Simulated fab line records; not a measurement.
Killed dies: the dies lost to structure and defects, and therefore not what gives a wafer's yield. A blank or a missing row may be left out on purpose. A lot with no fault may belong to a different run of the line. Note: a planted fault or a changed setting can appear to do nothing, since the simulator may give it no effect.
A single fault, viewed from 2 desks + flow rit cmos + each desk holds nothing but its own numbers, with what lay behind them at the end

DESK OF THE TOOL OWNER: plasma asher-04
The tool's own readings at RIT_NSD_STRIP_09 (strips in O2, time 180 s): means of the sampled wafers that have a number, for each lot that ran on this tool. Any lot whose mean is over 4 standard deviations away from the usual mean is out of limits and marked OUT; that distance is given in the brackets.
Columns: A = drypump motor current A at RIT_NSD_STRIP_09, usual 5.9 A
| lot  | first seen here | A   |
|------|-----------------|-----|
| L273 | day 4 23:05     | 6.2 |
| L274 | day 5 04:44     | 6.1 |
| L275 | day 5 06:20     | 6.1 |
| L276 | day 5 12:30     | 6.1 |
| L278 | day 5 21:52     | 6.0 |
| L287 | day 8 02:17     | 6.2 |
This desk found nothing out of limits on any of the 6 lots.

METROLOGY DESK
What the gauges read, lot by lot, whatever tool the lot ran on: means of the sampled wafers that have a number. Any lot whose mean is over 4 standard deviations away from the usual mean is out of limits and marked OUT; that distance is given in the brackets.
Columns: A = cd nm at RIT_GATE_CD_MEAS_16, usual 148.8 nm
| lot  | first seen here | A     |
|------|-----------------|-------|
| L266 | day 3 03:18     | 146.8 |
| L267 | day 3 07:13     | 145.9 |
| L269 | day 3 19:36     | 147.2 |
| L270 | day 3 23:21     | 146.1 |
| L273 | day 4 11:33     | 151.5 |
| L274 | day 4 17:49     | 147.3 |
| L275 | day 4 18:42     | 149.5 |
| L276 | day 5 00:08     | 152.5 |
| L278 | day 5 11:00     | 151.7 |
| L283 | day 6 13:59     | 151.2 |
| L284 | day 6 15:43     | 150.2 |
| L285 | day 7 05:35     | 147.9 |
| L287 | day 7 05:52     | 145.5 |
| L286 | day 7 06:01     | 146.5 |
| L288 | day 7 22:32     | 150.7 |
This desk found nothing out of limits on any of the 15 lots.

PUT TOGETHER
The tool owner's desk saw nothing out of limits.
From the metrology desk's view, nothing was out of limits.

WHAT WAS PUT IN BY THE SIMULATOR
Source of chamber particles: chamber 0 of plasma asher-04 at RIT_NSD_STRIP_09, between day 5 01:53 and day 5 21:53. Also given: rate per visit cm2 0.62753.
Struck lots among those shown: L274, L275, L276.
